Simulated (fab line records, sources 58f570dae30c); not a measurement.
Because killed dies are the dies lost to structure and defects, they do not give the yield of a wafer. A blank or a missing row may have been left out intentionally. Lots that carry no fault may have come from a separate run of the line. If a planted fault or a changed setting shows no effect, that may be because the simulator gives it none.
Lot-split experiment -- flow berkeley-cmos170 -- 23 wafers read from 5 lots, route of 331 steps

== ON THE SPLIT ==
At UCB170_M3_EXPOSE_12 (exposes mask METAL3, target cd 700 nm), the setting dose-mj was moved away from the recipe's 26 on 9 of the 23 wafers read, by -4.1% to -2.5%. This setting was run at the recipe's value on the other wafers.

== FROM THE SPLIT TO THE READING: what the file shows between them, 2 steps ==
- UCB170_M3_PEB_13
- UCB170_M3_DEVELOP_14: develop time 45 s

== THE READING ==
cd-nm (nm) at UCB170_M3_CD_MEAS_15, where the cd target is 700 nm. Typical for fault-free wafers on this fab line: 699.8 nm, with standard deviation 1.3 nm.

wafer,"tool, chamber at the split",dose-mj as run,against the recipe,"cd-nm, nm",against lot-mates on the recipe
L076.1,"krf-scanner-01, 0",26,recipe,700.5,-
L076.4,"krf-scanner-01, 0",26,recipe,700.2,-
L076.6,"krf-scanner-01, 0",26,recipe,699.6,-
L079.1,"krf-scanner-02, 0",26,recipe,701.4,-
L079.2,"krf-scanner-02, 0",26,recipe,699.7,-
L079.3,"krf-scanner-02, 0",24.93,-4.1%,707.1,+6.6
L079.4,"krf-scanner-02, 0",24.93,-4.1%,705.9,+5.4
L079.5,"krf-scanner-02, 0",24.93,-4.1%,706.9,+6.4
L084.1,"krf-scanner-02, 0",25.34,-2.5%,703.9,+4.0
L084.2,"krf-scanner-02, 0",26,recipe,699.6,-
L084.4,"krf-scanner-02, 0",25.34,-2.5%,704.0,+4.1
L084.5,"krf-scanner-02, 0",26,recipe,700.1,-
L084.6,"krf-scanner-02, 0",25.34,-2.5%,703.5,+3.6
L081.1,"krf-scanner-01, 0",24.94,-4.1%,707.0,+7.7
L081.2,"krf-scanner-01, 0",26,recipe,699.5,-
L081.3,"krf-scanner-01, 0",24.94,-4.1%,706.3,+7.0
L081.5,"krf-scanner-01, 0",26,recipe,699.1,-
L081.6,"krf-scanner-01, 0",24.94,-4.1%,708.7,+9.4
L082.2,"krf-scanner-02, 0",26,recipe,701.5,-
L082.3,"krf-scanner-02, 0",26,recipe,701.6,-
L082.4,"krf-scanner-02, 0",26,recipe,701.8,-
L082.5,"krf-scanner-02, 0",26,recipe,701.1,-
L082.6,"krf-scanner-02, 0",26,recipe,700.5,-

THE FIT
A straight line over all 23 wafers: cd-nm changes by -1.56 nm for each +1% of dose-mj; r = -0.96; the points scatter about the line by 0.89 nm.
The same after taking each lot's own level away (the mean of its wafers on the recipe; 23 wafers): -1.7 nm for each +1%; r = -0.97; scatter 0.81 nm.
The reading moves by 7 nm for the largest change in dose-mj, on that fit.
The lots' own levels span 699.30 to 701.30 nm, that is 1.5 times the standard deviation above.
The two slopes agree, so the slope changes little with the lot-to-lot level.
Check: for one of the wafers moved furthest among these (-4.1%), held out of the fit, the line's prediction against its lot-mates is +7.05 nm. It came out at +6.55 nm against them.

== FURTHER SPLITS ON THESE WAFERS ==
These wafers also went through other splits before the reading. Each is held against what the fit with the lots' levels taken away leaves over:
other split on the same wafers,wafers away from the commonest value,r with cd-nm (lot level and that fit taken away)
UCB170_M3_SPUTTER_01 time-s,8,+0.20

== THE WHOLE CHAIN: every reading that the file lists as answering this split, in the file's order ==
step,what it does,reading,change (the file's fit),r (the file's)
UCB170_M3_CD_MEAS_15,target cd 700 nm,cd-nm,-1.7 nm for each +1% of the setting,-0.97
UCB170_M3_ETCH_17,etches BARC in N2/H2,"M3.cd-nm (the simulator's own value, which no gauge read)",-1.67 nm for each +1% of the setting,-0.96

== FILE'S OWN FIT ==
cd-nm changes by -1.7 nm for each +1% of dose-mj, r = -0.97.
